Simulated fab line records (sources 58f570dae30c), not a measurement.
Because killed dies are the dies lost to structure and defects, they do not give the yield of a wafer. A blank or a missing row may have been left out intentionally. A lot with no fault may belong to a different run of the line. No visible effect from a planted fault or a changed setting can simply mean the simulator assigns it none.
Which of the tools did it? | flow berkeleyCmos170 | 15 lots, 45 wafers sampled, at 2 steps of a route of 331

WHAT THE GAUGES SHOWED, per wafer
UCB170_PWELL_THK_MEAS_06.
lot  | measured    | on           | PWELL_NITRIDE_THK (nm)
L672 | day 3 00:14 | filmMetro-03 | 218.4 220.0 220.5
L674 | day 3 19:56 | filmMetro-03 | 221.3 218.7 220.7
L675 | day 4 02:55 | filmMetro-03 | 218.6 218.9 218.7
L676 | day 4 02:55 | filmMetro-01 | 218.0 220.9 219.6
L680 | day 5 02:35 | filmMetro-01 | 437.7 436.5 437.8
L681 | day 4 23:23 | filmMetro-04 | 217.0 216.8 213.0
L682 | day 5 12:15 | filmMetro-03 | 221.4 218.3 219.5
L683 | day 5 15:35 | filmMetro-04 | 437.2 437.8 435.9
L688 | day 6 19:16 | filmMetro-01 | 440.1 438.7 438.0
L689 | day 6 16:16 | filmMetro-04 | 219.6 220.3 220.1
L690 | day 7 07:43 | filmMetro-03 | 217.9 219.0 217.4
L691 | day 7 07:42 | filmMetro-01 | 220.8 222.6 222.5
L692 | day 7 18:39 | filmMetro-03 | 222.0 221.8 220.8
L693 | day 7 18:39 | filmMetro-01 | 222.6 223.2 220.2
L695 | day 8 05:04 | filmMetro-03 | 215.5 219.5 218.4

TOOL THAT RAN EACH LOT (tool first, then ch and the chambers of the sampled wafers, then the start)
lot  | UCB170_PWELL_CVD_05
L672 | lpcvd-02 ch 0, day 2 22:20
L674 | lpcvd-02 ch 1, day 3 18:00
L675 | lpcvd-02 ch 1, day 4 01:00
L676 | lpcvd-02 ch 0, day 4 01:00
L680 | lpcvd-02 ch 0, day 4 21:23 and lpcvd-01 ch 0, day 5 00:40
L681 | lpcvd-02 ch 0, day 4 21:23
L682 | lpcvd-01 ch 1, day 5 09:19
L683 | lpcvd-01 ch 0, day 5 09:19
L688 | lpcvd-02 ch 0, day 6 14:21 and lpcvd-01 ch 0, day 6 17:20
L689 | lpcvd-02 ch 0, day 6 14:21
L690 | lpcvd-01 ch 1, day 7 05:47
L691 | lpcvd-01 ch 0, day 7 05:47
L692 | lpcvd-01 ch 0, day 7 15:46
L693 | lpcvd-01 ch 0, day 7 15:46
L695 | lpcvd-02 ch 0, day 8 03:09
- UCB170_PWELL_CVD_05: deposits Si3N4 from SiH2Cl2/NH3, target thk 220 nm, time 3300 s.

WHAT THE TOOLS THEMSELVES READ (means of the sampled wafers that have a number; where no wafer has one, the mark that the record gives instead)
UCB170_PWELL_CVD_05.
lot  | tool              | spikeTcCentreC (C) | spikeTcSourceC (C) | susceptorTempC (C) | zonePowerSourcePct (%)
L672 | lpcvd-02          | 803.7              | 824                | 799.8              | 21.9
L674 | lpcvd-02          | 804.6              | 822                | 800.1              | 20.4
L675 | lpcvd-02          | 805.3              | 823                | 799.7              | 20.4
L676 | lpcvd-02          | 801.8              | 823                | 799.9              | 21.9
L680 | lpcvd-02/lpcvd-01 | 803.5              | 824                | 800.5              | 21.1
L681 | lpcvd-02          | 803.6              | 823                | 800.0              | 21.6
L682 | lpcvd-01          | 803.7              | 814                | 799.9              | 18.0
L683 | lpcvd-01          | 803.4              | 825                | 799.8              | 20.5
L688 | lpcvd-02/lpcvd-01 | 803.1              | 824                | 800.1              | 21.1
L689 | lpcvd-02          | 802.8              | 823                | 800.2              | 21.8
L690 | lpcvd-01          | 803.6              | 814                | 799.9              | 18.0
L691 | lpcvd-01          | 802.9              | 825                | 799.9              | 20.6
L692 | lpcvd-01          | 802.6              | 826                | 799.9              | 20.4
L693 | lpcvd-01          | 802.9              | 825                | 799.8              | 20.4
L695 | lpcvd-02          | 803.8              | 825                | 799.6              | 21.5

THE ANSWER, worked out from the rows above alone
Rule: the usual values come from the lots themselves. The widest of any qualifying gaps counts: lots, ordered by their means at a reading, are off when they make up no more than a third of the lots, leave a main group of 4 or more, and stand apart from it by 3 or more times the standard deviation of that group's means. If all means in a main group match to the digits the tables above print for the reading, that group is not used. Also off: a lot with no number at a reading for which 4 or more lots have one. Any other lot the step has rows for is counted as sound. After the gauges, taken in route order, come the tools' own readings; for these a lot's mean is taken, as printed above. The first step at which some lot is off is used, and at that step the reading that is off furthest; a lot without a number counts as furthest.
Off: L680, L683, L688, seen at UCB170_PWELL_THK_MEAS_06 (PWELL_NITRIDE_THK). Mean 219.6 nm and standard deviation 1.8 in the main group.
A tool fits if, at a process step before that reading, it ran every lot that is off, and no sound lot after the first of them. Gauges at UCB170_PWELL_THK_MEAS_06: tried the same way as those tools. None of those tried fits.

WHAT HAD BEEN PUT IN BY THE SIMULATOR
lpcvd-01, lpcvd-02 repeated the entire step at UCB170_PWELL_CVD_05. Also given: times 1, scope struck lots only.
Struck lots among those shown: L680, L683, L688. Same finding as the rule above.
